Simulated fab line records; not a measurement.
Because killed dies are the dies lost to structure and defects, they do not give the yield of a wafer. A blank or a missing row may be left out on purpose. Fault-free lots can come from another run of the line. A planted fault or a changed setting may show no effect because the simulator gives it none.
A sampling plan put to the test | flow berkeley_cmos170 | one line in one fab, 29 faults in these records, each fault weighed on the records of the lots it struck
What counts as the plan is the set of the line's own looks, namely the steps on the route at which a gauge or an inspection reads a wafer and does not change it. A look can be judged if struck wafers have a number there and the file gives its usual mean and standard deviation on fault-free wafers. Caught: the struck wafers' mean, at a look after the fault's first step, is 4 or more of those standard deviations (sigma) away from the usual mean. On the tool: here the same test is run on the tool's own readings at the fault's steps. A different recipe on the struck wafers counts as caught too, as does a record blank only for those wafers.

## THE FAULTS, as the simulator had put them in
1. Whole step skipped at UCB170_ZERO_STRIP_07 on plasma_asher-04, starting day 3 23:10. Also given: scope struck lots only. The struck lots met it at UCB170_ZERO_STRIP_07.
2. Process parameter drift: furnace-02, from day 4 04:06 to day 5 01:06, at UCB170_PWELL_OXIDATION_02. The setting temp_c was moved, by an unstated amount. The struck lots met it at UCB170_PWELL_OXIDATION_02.
3. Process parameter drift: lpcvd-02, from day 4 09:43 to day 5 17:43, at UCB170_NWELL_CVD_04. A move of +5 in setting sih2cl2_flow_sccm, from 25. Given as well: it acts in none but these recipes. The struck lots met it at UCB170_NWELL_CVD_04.
4. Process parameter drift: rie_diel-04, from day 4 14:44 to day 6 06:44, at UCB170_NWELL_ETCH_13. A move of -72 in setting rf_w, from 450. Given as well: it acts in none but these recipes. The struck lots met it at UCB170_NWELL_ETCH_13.
5. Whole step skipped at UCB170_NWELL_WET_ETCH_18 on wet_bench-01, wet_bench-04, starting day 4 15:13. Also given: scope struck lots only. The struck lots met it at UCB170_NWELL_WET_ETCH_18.
6. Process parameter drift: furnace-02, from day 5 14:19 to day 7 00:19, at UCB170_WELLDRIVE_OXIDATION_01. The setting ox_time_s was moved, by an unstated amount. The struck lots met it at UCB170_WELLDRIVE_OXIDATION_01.
7. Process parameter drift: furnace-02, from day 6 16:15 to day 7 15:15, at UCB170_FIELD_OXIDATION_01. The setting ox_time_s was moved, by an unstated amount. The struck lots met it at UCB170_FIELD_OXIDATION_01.
8. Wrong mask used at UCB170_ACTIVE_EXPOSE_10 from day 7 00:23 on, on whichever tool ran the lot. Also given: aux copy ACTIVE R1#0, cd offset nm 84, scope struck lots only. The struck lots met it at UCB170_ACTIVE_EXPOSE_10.
9. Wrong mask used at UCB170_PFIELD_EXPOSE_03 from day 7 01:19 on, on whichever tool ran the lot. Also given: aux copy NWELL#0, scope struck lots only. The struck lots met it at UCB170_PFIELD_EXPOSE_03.
10. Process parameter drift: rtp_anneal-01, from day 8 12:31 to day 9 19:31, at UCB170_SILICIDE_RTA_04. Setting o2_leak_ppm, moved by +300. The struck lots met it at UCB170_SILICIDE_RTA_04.
11. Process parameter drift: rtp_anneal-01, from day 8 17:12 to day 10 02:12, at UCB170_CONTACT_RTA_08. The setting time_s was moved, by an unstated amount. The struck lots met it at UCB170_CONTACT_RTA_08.
12. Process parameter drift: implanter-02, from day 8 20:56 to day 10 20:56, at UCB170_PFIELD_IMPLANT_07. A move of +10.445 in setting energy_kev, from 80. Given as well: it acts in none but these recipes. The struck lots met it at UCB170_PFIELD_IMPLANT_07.
13. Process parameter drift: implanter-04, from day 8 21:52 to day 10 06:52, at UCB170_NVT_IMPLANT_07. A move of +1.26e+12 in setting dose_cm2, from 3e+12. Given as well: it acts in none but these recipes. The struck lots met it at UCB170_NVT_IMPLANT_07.
14. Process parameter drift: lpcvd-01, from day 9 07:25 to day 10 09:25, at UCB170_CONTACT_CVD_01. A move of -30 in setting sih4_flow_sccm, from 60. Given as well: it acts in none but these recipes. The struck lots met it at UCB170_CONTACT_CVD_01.
15. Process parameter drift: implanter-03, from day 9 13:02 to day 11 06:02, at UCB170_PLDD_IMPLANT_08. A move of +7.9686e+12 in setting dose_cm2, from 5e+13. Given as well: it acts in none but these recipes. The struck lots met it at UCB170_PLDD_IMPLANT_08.
16. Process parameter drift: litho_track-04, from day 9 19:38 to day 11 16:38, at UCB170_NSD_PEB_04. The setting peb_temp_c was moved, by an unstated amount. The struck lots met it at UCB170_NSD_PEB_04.
17. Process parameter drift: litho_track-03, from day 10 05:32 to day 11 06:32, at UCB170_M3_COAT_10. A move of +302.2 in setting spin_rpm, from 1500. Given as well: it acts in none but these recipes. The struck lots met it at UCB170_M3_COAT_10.
18. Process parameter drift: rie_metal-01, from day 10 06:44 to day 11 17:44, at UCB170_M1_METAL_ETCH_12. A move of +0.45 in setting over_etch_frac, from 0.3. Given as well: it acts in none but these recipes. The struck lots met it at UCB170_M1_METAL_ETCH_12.
19. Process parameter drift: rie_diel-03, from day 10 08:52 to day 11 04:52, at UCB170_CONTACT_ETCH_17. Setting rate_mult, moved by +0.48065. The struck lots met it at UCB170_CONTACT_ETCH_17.
20. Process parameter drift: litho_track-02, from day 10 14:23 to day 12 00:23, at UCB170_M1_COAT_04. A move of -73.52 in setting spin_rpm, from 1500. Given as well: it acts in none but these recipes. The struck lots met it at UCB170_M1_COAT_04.
21. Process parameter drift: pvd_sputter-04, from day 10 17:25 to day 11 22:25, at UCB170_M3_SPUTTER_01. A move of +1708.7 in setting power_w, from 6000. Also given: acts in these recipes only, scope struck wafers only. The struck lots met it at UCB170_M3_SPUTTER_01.
22. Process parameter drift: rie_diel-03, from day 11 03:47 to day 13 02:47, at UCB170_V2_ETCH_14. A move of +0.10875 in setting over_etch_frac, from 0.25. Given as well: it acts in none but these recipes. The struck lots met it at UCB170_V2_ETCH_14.
23. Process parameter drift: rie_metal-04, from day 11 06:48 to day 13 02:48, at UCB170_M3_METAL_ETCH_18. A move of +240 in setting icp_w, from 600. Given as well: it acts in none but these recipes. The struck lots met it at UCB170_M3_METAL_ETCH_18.
24. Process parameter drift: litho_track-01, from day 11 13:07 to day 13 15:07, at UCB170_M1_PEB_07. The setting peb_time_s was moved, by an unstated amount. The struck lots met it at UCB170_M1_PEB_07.
25. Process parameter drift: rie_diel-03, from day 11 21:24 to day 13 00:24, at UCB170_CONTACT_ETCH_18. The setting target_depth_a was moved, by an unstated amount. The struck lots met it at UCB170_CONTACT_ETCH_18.
26. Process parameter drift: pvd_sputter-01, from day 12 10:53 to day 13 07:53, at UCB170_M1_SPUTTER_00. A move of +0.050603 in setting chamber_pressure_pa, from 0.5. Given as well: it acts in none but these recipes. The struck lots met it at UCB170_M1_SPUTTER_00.
27. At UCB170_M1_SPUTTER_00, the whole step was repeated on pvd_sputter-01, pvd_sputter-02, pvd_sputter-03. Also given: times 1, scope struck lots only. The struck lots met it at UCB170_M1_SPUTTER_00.
28. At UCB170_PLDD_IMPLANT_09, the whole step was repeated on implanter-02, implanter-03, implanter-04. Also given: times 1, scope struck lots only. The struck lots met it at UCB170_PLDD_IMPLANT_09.
29. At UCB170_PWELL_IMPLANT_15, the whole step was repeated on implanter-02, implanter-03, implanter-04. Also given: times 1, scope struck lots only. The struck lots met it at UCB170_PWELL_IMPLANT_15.

## WHAT THE PLAN SAW
fault | on the tool itself                               | first look that catches it                      | reading, sigma                                    | median hours from its first step to that look | hours from the fault's start to the first struck lot there | judged looks passed uncaught
1     | the tool's record is blank for the struck wafers | no look after it can be judged                  | -                                                 | -                                             | -                                                          | 0
2     | tube_center_temp_C -99 or beyond sigma           | UCB170_PWELL_THK_MEAS_03                        | PWELL_OXIDE_THK -11                               | 1.4                                           | 16                                                         | 0
3     | sih2cl2_flow_sccm +65 sigma                      | UCB170_NWELL_THK_MEAS_05                        | NWELL_NITRIDE_THK +4.8                            | 2.9                                           | 6                                                          | 0
4     | rf_fwd_power_W -55 sigma                         | no look after it can be judged                  | -                                                 | -                                             | -                                                          | 0
5     | the tool's record is blank for the struck wafers | no look after it can be judged                  | -                                                 | -                                             | -                                                          | 0
6     | under 2 sigma                                    | UCB170_WELLDRIVE_THK_MEAS_02                    | WELLDRIVE_OXIDE_THK +13                           | 3.5                                           | 7                                                          | 0
7     | under 2 sigma                                    | UCB170_FIELD_THK_MEAS_02                        | FIELD_OXIDE_THK +7.2                              | 3.0                                           | 19                                                         | 0
8     | under 2 sigma                                    | UCB170_ACTIVE_CD_MEAS_13                        | cd_nm +70                                         | 1.9                                           | 6                                                          | 0
9     | no reading that can be judged                    | UCB170_PFIELD_TW_MEAS_09                        | PFIELD_TW -99 or beyond                           | 1.7                                           | 2                                                          | 0
10    | chamber_o2_ppm +99 or beyond sigma               | no look after it can be judged                  | -                                                 | -                                             | -                                                          | 0
11    | under 2 sigma                                    | none of the 8 looks that can be judged after it | -                                                 | -                                             | -                                                          | 8
12    | beam_energy_keV +99 or beyond sigma              | no look after it can be judged                  | -                                                 | -                                             | -                                                          | 0
13    | dose_ions_cm2 +99 or beyond sigma                | UCB170_NVT_TW_MEAS_09                           | NVT_TW +16                                        | 0.3                                           | 0                                                          | 0
14    | sih4_flow_sccm -99 or beyond sigma               | UCB170_CONTACT_THK_MEAS_02                      | CONTACT_PSG_THK -18                               | 1.8                                           | 18                                                         | 0
15    | dose_ions_cm2 +99 or beyond sigma                | UCB170_SDANNEAL_RS_MEAS_04                      | PLDD_RS -20                                       | 16.0                                          | 20                                                         | 1
16    | heater_power_total_W -37 sigma                   | UCB170_NSD_CD_MEAS_06                           | cd_nm -18                                         | 0.3                                           | 1                                                          | 0
17    | spin_speed_rpm +99 or beyond sigma               | no look after it can be judged                  | -                                                 | -                                             | -                                                          | 0
18    | oes_product_au -9.6 sigma                        | not the one look that can be judged after it    | strongest: cd_nm at UCB170_M1_CD_MEAS_90, -3.4    | -                                             | -                                                          | 1
19    | oes_product_au +13 sigma                         | no look after it can be judged                  | -                                                 | -                                             | -                                                          | 0
20    | spin_speed_rpm -81 sigma                         | none of the 2 looks that can be judged after it | -                                                 | -                                             | -                                                          | 2
21    | cathode_dc_power_W +99 or beyond sigma           | UCB170_M3_RS_MEAS_02                            | M3_AL_RS -23                                      | 0.1                                           | 2                                                          | 0
22    | only faintly: oes_product_au -3.8 sigma          | no look after it can be judged                  | -                                                 | -                                             | -                                                          | 0
23    | rf_fwd_power_W +99 or beyond sigma               | UCB170_M3_CD_MEAS_90                            | cd_nm -5.9                                        | 0.3                                           | 1                                                          | 0
24    | heater_power_total_W +99 or beyond sigma         | UCB170_M1_CD_MEAS_09                            | cd_nm +11                                         | 0.3                                           | 22                                                         | 0
25    | oes_product_au -8.1 sigma                        | no look after it can be judged                  | -                                                 | -                                             | -                                                          | 0
26    | chamber_pressure_pa +46 sigma                    | none of the 2 looks that can be judged after it | strongest: M1_AL_RS at UCB170_M1_RS_MEAS_01, +3.0 | -                                             | -                                                          | 2
27    | under 2 sigma                                    | UCB170_M1_RS_MEAS_01                            | M1_AL_RS -42                                      | 0.3                                           | -                                                          | 0
28    | under 2 sigma                                    | UCB170_PLDD_TW_MEAS_11                          | PLDD_TW +26                                       | 0.6                                           | -                                                          | 0
29    | under 2 sigma                                    | UCB170_PWELL_TW_MEAS_17                         | PWELL_TW +28                                      | 0.6                                           | -                                                          | 0
A dash: the fault is not caught, or the number is missing from these records.

Caught at a look: 16 of 29. Caught on the tool: 20 of 29. By one or the other: 27 of 29.
On the tool alone, faults 1, 4, 5, 10, 12, 17, 18, 19, 20, 25, 26 were caught.
Caught at a look alone: faults 6, 7, 8, 9, 27, 28, 29.
Caught by neither: faults 11, 22.

## THINNER SAMPLING
If the look that catches a fault measured only every second or every third lot, by lot number, the first struck lot would be measured this late in the worst case:
fault | struck lots at that look, in order of time | every lot | every second lot | every third lot
2     | L340, L341                                 | 16 h      | 16 h             | may miss all 2
3     | L408, L409                                 | 6 h       | 6 h              | may miss all 2
6     | L197, L198                                 | 7 h       | 7 h              | may miss all 2
7     | L813, L814                                 | 19 h      | 19 h             | may miss all 2
8     | L231                                       | 6 h       | may miss it      | may miss it
9     | L716                                       | 2 h       | may miss it      | may miss it
13    | L784, L781, L782, L783                     | 0 h       | 0 h              | 1 h
14    | L263, L264, L265                           | 18 h      | 18 h             | 18 h
15    | L478, L477                                 | 20 h      | 20 h             | may miss all 2
16    | L849, L853                                 | 1 h       | may miss all 2   | may miss all 2
21    | L732                                       | 2 h       | may miss it      | may miss it
23    | L318, L323                                 | 1 h       | 43 h             | may miss all 2
24    | L986, L987                                 | 22 h      | 25 h             | may miss all 2
The hour figures run from when the fault began to the first measured lot among those it struck. 4 sigma limit: tested on the pooled struck wafers, so a lone lot may be under it. Other struck lots may not be in these records.

## THE LONGEST TIMED WAY FROM STEP TO LOOK
Fault 15: median gap of 16.0 hours between UCB170_PLDD_IMPLANT_08 and UCB170_SDANNEAL_RS_MEAS_04. The look between them that can be judged stayed within 4 sigma: UCB170_PLDD_TW_MEAS_11.
